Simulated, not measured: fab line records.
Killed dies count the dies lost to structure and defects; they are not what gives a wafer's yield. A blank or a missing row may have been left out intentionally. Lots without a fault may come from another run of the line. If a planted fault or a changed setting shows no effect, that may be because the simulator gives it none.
Which tool did it? || flow rit-cmos || Sampling: 7 lots, 21 wafers, 2 of 202 route steps

WHAT THE GAUGES READ, wafer by wafer
RIT_PRETRO_TW_MEAS_10.
{"lot": "L345", "measured": "day 2 20:29", "on": "film-metro-03", "PRETRO_TW": "476 474 473"}
{"lot": "L347", "measured": "day 3 06:35", "on": "film-metro-01", "PRETRO_TW": "480 482 482"}
{"lot": "L349", "measured": "day 3 15:13", "on": "film-metro-01", "PRETRO_TW": "479 484 480"}
{"lot": "L351", "measured": "day 4 03:02", "on": "film-metro-01", "PRETRO_TW": "479 481 480"}
{"lot": "L355", "measured": "day 4 22:20", "on": "film-metro-01", "PRETRO_TW": "483 482 482"}
{"lot": "L362", "measured": "day 6 08:00", "on": "film-metro-02", "PRETRO_TW": "474 474 471"}
{"lot": "L365", "measured": "day 6 23:22", "on": "film-metro-02", "PRETRO_TW": "474 473 472"}

WHAT TOOL EACH LOT RAN ON (gives the tool, then ch and the chambers of the sampled wafers, and finally the start)
{"lot": "L345", "RIT_PRETRO_IMPLANT_08": "implanter-02 ch 0, day 2 20:11"}
{"lot": "L347", "RIT_PRETRO_IMPLANT_08": "implanter-02 ch 0, day 3 06:16"}
{"lot": "L349", "RIT_PRETRO_IMPLANT_08": "implanter-04 ch 0, day 3 14:55"}
{"lot": "L351", "RIT_PRETRO_IMPLANT_08": "implanter-02 ch 0, day 4 02:42"}
{"lot": "L355", "RIT_PRETRO_IMPLANT_08": "implanter-01 ch 0, day 4 22:01"}
{"lot": "L362", "RIT_PRETRO_IMPLANT_08": "implanter-04 ch 0, day 6 07:41"}
{"lot": "L365", "RIT_PRETRO_IMPLANT_08": "implanter-04 ch 0, day 6 23:04"}
- RIT_PRETRO_IMPLANT_08

THE ANSWER, worked out from the rows above alone
Rule: the usual values come from the lots themselves. The widest of any qualifying gaps counts: lots, ordered by their means at a reading, are off when they make up no more than a third of the lots, leave a main group of 4 or more, and stand apart from it by 3 or more times the standard deviation of that group's means. The tables above print the reading to a certain number of digits; a main group whose means all agree to those digits is not used. A lot without any number at a reading at which 4 lots or more have one is off too. Where the step has rows for the other lots, those lots are counted as sound.
Nothing can be told from this: no lot is off at any reading shown.

WHAT HAD BEEN PUT IN BY THE SIMULATOR
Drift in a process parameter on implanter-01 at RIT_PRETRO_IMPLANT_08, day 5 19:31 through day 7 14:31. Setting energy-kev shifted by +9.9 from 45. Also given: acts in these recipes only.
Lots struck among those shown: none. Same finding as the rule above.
